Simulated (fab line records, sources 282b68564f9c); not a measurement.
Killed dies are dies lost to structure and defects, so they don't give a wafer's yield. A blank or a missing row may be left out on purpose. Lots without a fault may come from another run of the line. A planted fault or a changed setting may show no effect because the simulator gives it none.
A struck lot beside a sound one | flow rit_cmos | 15 steps out of a route of 202
Sound: wafers L727.2, L727.4, L727.6. Struck: wafer L733.6. (L733.1, L733.5 of the same lot were not struck and are left out.) The cause comes at the end.
At each step with rows: each side's tool, then ch and its chambers, then its first start. Under that, the readings that differ: sound wafers | struck wafers | difference of the means | sigmas: that difference in standard deviations of wafers without a fault.
alike: readings whose means differ by less than 2 such deviations, and words and numbers that are the same on both sides. not compared: withheld readings, readings that some wafer has no value for, bounds like >300 that may hide the same value, and numbers for which the record gives no deviation and whose values overlap.
The two part at a step that has a row with sigmas, a row that says differs or no value, or rows on one side only. Numbers that don't overlap but have no deviation are shown without sigmas and don't part them. A reading that every wafer of one side lacks parts them only if that side has two wafers or more.

RIT_M1_SPUTTER_00: material Al, target thk 400 nm, time 500 s.
  sound on pvd_sputter-04, day 4 00:02; struck on pvd_sputter-04, day 5 04:44
  alike: cathode_dc_power_W, throttle_valve_pct
RIT_M1_RS_MEAS_01: measures by four-point-probe.
  sound on film_metro-04, day 4 00:21; struck on film_metro-02, day 5 05:02
  alike: M1_AL_RS
RIT_M1_THK_MEAS_02: measures by xrf.
  sound on film_metro-04, day 4 00:28; struck on film_metro-02, day 5 05:09
  alike: M1_AL_THK
then, 6 steps without rows for these wafers: RIT_M1_HMDS_03 (prime time 60 s); RIT_M1_COAT_04 (resist thk 1300 nm); RIT_M1_SOFTBAKE_05 (time 60 s); RIT_M1_EXPOSE_06 (exposes mask M12, target cd 2600 nm); RIT_M1_PEB_07; RIT_M1_DEVELOP_08 (develop time 68 s).
RIT_M1_CD_MEAS_09: target cd 2600 nm.
  sound on cd_sem-01, day 4 01:25; struck on cd_sem-02, day 5 06:22
  alike: cd_nm
RIT_M1_OVL_MEAS_10:
  sound on overlay-01, day 4 01:31; struck on overlay-02, day 5 06:29
  alike: M1_OVL
then, 1 step without rows for these wafers: RIT_M1_HARDBAKE_11 (time 120 s).
RIT_M1_METAL_ETCH_12: etches Al in Cl2/BCl3, stops on SiO2, time 165 s, target depth 600 nm.
  sound on rie_metal-01 ch 1, day 4 01:47; struck on rie_metal-01 ch 0, day 5 06:50
  reading                | sound             | struck | difference | sigmas
  run_length_s (s)       | 193.5 193.2 193.3 | 199.2  | +5.9       | +13
  throttle_valve_pct (%) | 8.57 8.55 8.56    | 8.28   | -0.28      | -2
  alike: drypump_motor_current_A, mfc_cl2_sccm, oes_product_au
  not compared: rf_hours_counter_h
then, 1 step without rows for these wafers: RIT_M1_STRIP_13 (strips in nmp, time 600 s).
RIT_M1_PROBE_99:
  sound on prober-02, day 4 04:06; struck on prober-01, day 5 09:20
  alike: defect_limited_yield, killed_at_contacts, killed_at_front_end, killed_dies, killed_on_rim, killed_open, killed_short, sort_bin_3_pad_short, sort_bin_5_function, sort_bin_6_memory, sort_n_pass, sort_yield_pct

WHERE THEY PART
Only at RIT_M1_METAL_ETCH_12, within this record. Later steps at which nothing parts them and some readings are alike: RIT_M1_PROBE_99.

WHY: what the simulator had put in
Process parameter drift: rie_metal-01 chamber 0, from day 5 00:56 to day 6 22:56, at RIT_M1_METAL_ETCH_12. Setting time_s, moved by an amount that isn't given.
